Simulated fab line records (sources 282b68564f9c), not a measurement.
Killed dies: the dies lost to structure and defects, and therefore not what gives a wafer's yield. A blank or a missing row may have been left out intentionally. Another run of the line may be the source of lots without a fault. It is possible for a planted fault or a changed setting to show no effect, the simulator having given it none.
Split-lot trial + flow ritCmos + 5 lots, 23 wafers read, on a route of 202 steps

ABOUT THE SPLIT
At RIT_NWELL_SOFTBAKE_02 (time 60 s), the setting tempC was moved away from the recipe's 90 C on 8 of the 23 wafers read, by -2.1% to +3.9%. All remaining wafers had this setting at the recipe value.

FROM THE SPLIT TO THE READING: what the file shows between them, 2 steps
- RIT_NWELL_EXPOSE_03: exposes mask M2, target cd 43900 nm
- RIT_NWELL_PEB_04

THE READING
NOVOLAK_of_NWELL_COAT_01.thkNm (the simulator's own value, which no gauge read), in nm, at RIT_NWELL_DEVELOP_05 (develop time 68 s). There is no usual value for it anywhere in the file. The 15 wafers here that ran the recipe average 1293 nm, standard deviation 3.2 nm.

| wafer  | tool, chamber at the split | tempC as run, C | against the recipe | NOVOLAK_of_NWELL_COAT_01.thkNm, nm | against lot-mates on the recipe |
|--------|----------------------------|-----------------|--------------------|------------------------------------|---------------------------------|
| L075.2 | lithoTrack-01, 0           | 90              | recipe             | 1295                               | -                               |
| L075.3 | lithoTrack-01, 0           | 90              | recipe             | 1292                               | -                               |
| L075.4 | lithoTrack-01, 0           | 91.92           | +2.1%              | 1282                               | -12                             |
| L075.5 | lithoTrack-01, 0           | 91.92           | +2.1%              | 1288                               | -6                              |
| L075.6 | lithoTrack-01, 0           | 91.92           | +2.1%              | 1287                               | -6                              |
| L076.1 | lithoTrack-03, 0           | 90              | recipe             | 1286                               | -                               |
| L076.2 | lithoTrack-03, 0           | 90              | recipe             | 1287                               | -                               |
| L076.3 | lithoTrack-03, 0           | 90              | recipe             | 1289                               | -                               |
| L076.4 | lithoTrack-03, 0           | 88.13           | -2.1%              | 1292                               | +5                              |
| L076.5 | lithoTrack-03, 0           | 88.13           | -2.1%              | 1293                               | +6                              |
| L080.1 | lithoTrack-01, 0           | 90              | recipe             | 1293                               | -                               |
| L080.5 | lithoTrack-01, 0           | 90              | recipe             | 1293                               | -                               |
| L080.2 | lithoTrack-01, 0           | 90              | recipe             | 1295                               | -                               |
| L081.2 | lithoTrack-03, 0           | 93.47           | +3.9%              | 1285                               | -10                             |
| L081.3 | lithoTrack-03, 0           | 93.47           | +3.9%              | 1284                               | -12                             |
| L081.4 | lithoTrack-03, 0           | 90              | recipe             | 1294                               | -                               |
| L081.5 | lithoTrack-03, 0           | 90              | recipe             | 1297                               | -                               |
| L081.6 | lithoTrack-03, 0           | 93.47           | +3.9%              | 1286                               | -10                             |
| L083.1 | lithoTrack-03, 0           | 90              | recipe             | 1293                               | -                               |
| L083.3 | lithoTrack-03, 0           | 90              | recipe             | 1294                               | -                               |
| L083.4 | lithoTrack-03, 0           | 90              | recipe             | 1294                               | -                               |
| L083.5 | lithoTrack-03, 0           | 90              | recipe             | 1295                               | -                               |
| L083.6 | lithoTrack-03, 0           | 90              | recipe             | 1298                               | -                               |

FIT RESULTS
A straight line over all 23 wafers: NOVOLAK_of_NWELL_COAT_01.thkNm changes by -1.86 nm for each +1% of tempC; r = -0.68; the points scatter about the line by 3.3 nm.
The same after taking each lot's own level away (the mean of its wafers on the recipe; 23 wafers): -2.84 nm for each +1%; r = -0.94; scatter 1.7 nm.
The reading moves by 11 nm for the largest change in tempC, on that fit.
From 1287.3 to 1295.5 nm: that is the span of the lots' own levels, equal to 2.5 times the standard deviation above.
So the lot-to-lot level blurs the effect unless lot-mates are compared.
Check: for one of the wafers moved furthest among these (+3.9%), held out of the fit, the line's prediction against its lot-mates is -11.4 nm. It came out at -10.5 nm against them.

THESE WAFERS: OTHER SPLITS
Note: prior to the reading, these wafers also went through further splits. Each is held against what the fit with the lots' levels taken away leaves over:
| other split on the same wafers     | wafers away from the commonest value | r with NOVOLAK_of_NWELL_COAT_01.thkNm (lot level and that fit taken away) |
|------------------------------------|--------------------------------------|---------------------------------------------------------------------------|
| RIT_ACTIVE_CVD_03 timeS            | 15                                   | -0.10                                                                     |
| RIT_ACTIVE_DEVELOP_10 developTimeS | 9                                    | +0.24                                                                     |
| RIT_ACTIVE_ETCH_13 rfW             | 8                                    | +0.25                                                                     |

THE FILE'S OWN FIT
NOVOLAK_of_NWELL_COAT_01.thkNm changes by -2.88 nm for each +1% of tempC, r = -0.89.
